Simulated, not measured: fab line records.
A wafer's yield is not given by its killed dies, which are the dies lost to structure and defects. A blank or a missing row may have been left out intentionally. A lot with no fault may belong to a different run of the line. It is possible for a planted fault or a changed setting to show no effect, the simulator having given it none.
Problem report in the 8D (eight disciplines) form, filled by code -- flow berkeleyCmos170 -- the parts of the form that need people (team, actions taken, sign-off) are left out

## 1. THE PROBLEM
Wafers without a fault read 699.7 nm, standard deviation 1.9; cdNm at UCB170_M1_CD_MEAS_90 reads a mean of 687.3 nm on 6 wafers belonging to 2 lots. Relative to the usual mean, that is a shift of -6.5 standard deviations.
The step: target cd 700 nm.
First observed at day 9 00:32: wafer L218.3, on cdSem-01. The record has a number at this step for 27 wafers belonging to 9 lots. Rule for "out", or "out of limits": more than 4 standard deviations from the usual mean. All remaining wafers that have a number are taken as sound.

## 2. WHAT IT IS, AND WHAT IT ISN'T
question,is,is not
which readings at this step,cdNm,-
which lots,"L218, L219","L208, L221, L224, L225, L226, L228, L230"
which wafers of those lots,all that have a number,-
read on which gauges,"cdSem-01, cdSem-02",-
when,from day 9 00:32,"up to then (3 sound wafers); but 18 sound wafers of L221, L224, L225, L226, L228, L230 came after"

## 3. SUSPECTS, AND WHAT RULES EACH OUT
Counting: a tool at any process step up to the reading remains a suspect when it ran all the lots that are out and ran no sound lot after the first of those.
- the gauge at UCB170_M1_CD_MEAS_90: ruled out. The wafers that are out were read on 2 gauges (cdSem-01, cdSem-02).
- rieDiel-01 at UCB170_ZERO_ETCH_06 (etches SiO2 in CHF3/CF4/Ar, time 12 s): ruled out as a lasting fault. After its first lot that is out, L218 (day 3 22:49), sound lots L221, L226 ran on it.
- rieMetal-03 at UCB170_M1_METAL_ETCH_12 (etches Al in Cl2/BCl3, stops on PSG, target depth 780 nm, time 130 s): kept. Every lot that is out went through it, starting with L218 (day 9 00:18), and after that it ran no sound lot; the last sound lot it ran before then is L208 (day 6 19:07). Its own oesProductAu, runLengthS readings are out on those wafers.
Left after counting: rieMetal-03 at UCB170_M1_METAL_ETCH_12.

## 4. THE CAUSE (what the simulator had put in)
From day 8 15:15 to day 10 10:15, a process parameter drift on rieMetal-03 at UCB170_M1_METAL_ETCH_12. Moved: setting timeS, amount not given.
Counting left only this tool.

## 5. THE EFFECT CHAIN, in route order
Rows list readings where the struck wafers' mean (over those with a number) sits beyond 3 standard deviations from the usual. Scope: only readings with a usual standard deviation given in the record; hours: median across lots of the time from each lot's start at the first step in this table that gives one to its start at this step; sigmas: change in usual standard deviations.
hours,step,reading,usual,on struck wafers,change,sigmas
0,UCB170_M1_METAL_ETCH_12,oesProductAu,0.860 a.u.,0.723,-0.137,-11
0,UCB170_M1_METAL_ETCH_12,runLengthS,158.6 s,209.8,+51.2,+47
0,UCB170_M1_STRIP_13,oesProductAu,0.720 a.u.,0.601,-0.119,-25
0,UCB170_M1_CD_MEAS_90,cdNm,699.7 nm,687.3,-12.4,-6.5
Process steps it contains:
- UCB170_M1_METAL_ETCH_12: etches Al in Cl2/BCl3, stops on PSG, target depth 780 nm, time 130 s.
- UCB170_M1_STRIP_13: strips in O2.

## 6. HOW IT WOULD HAVE BEEN CAUGHT EARLIER
9 hours passed between the start of the fault at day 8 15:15 and the first reading out of limits at a measuring or inspecting step in this record, taken at day 9 00:32.
At UCB170_M1_METAL_ETCH_12, the tool's own readings (oesProductAu, runLengthS) were out on each struck wafer the step has a row for, so an alarm limit on them would have fired on the first such wafer.
L219, from the lots that are out (2), started UCB170_M1_METAL_ETCH_12 on rieMetal-03 later than day 9 00:32. Had the tool been put on hold then, it would have been spared.
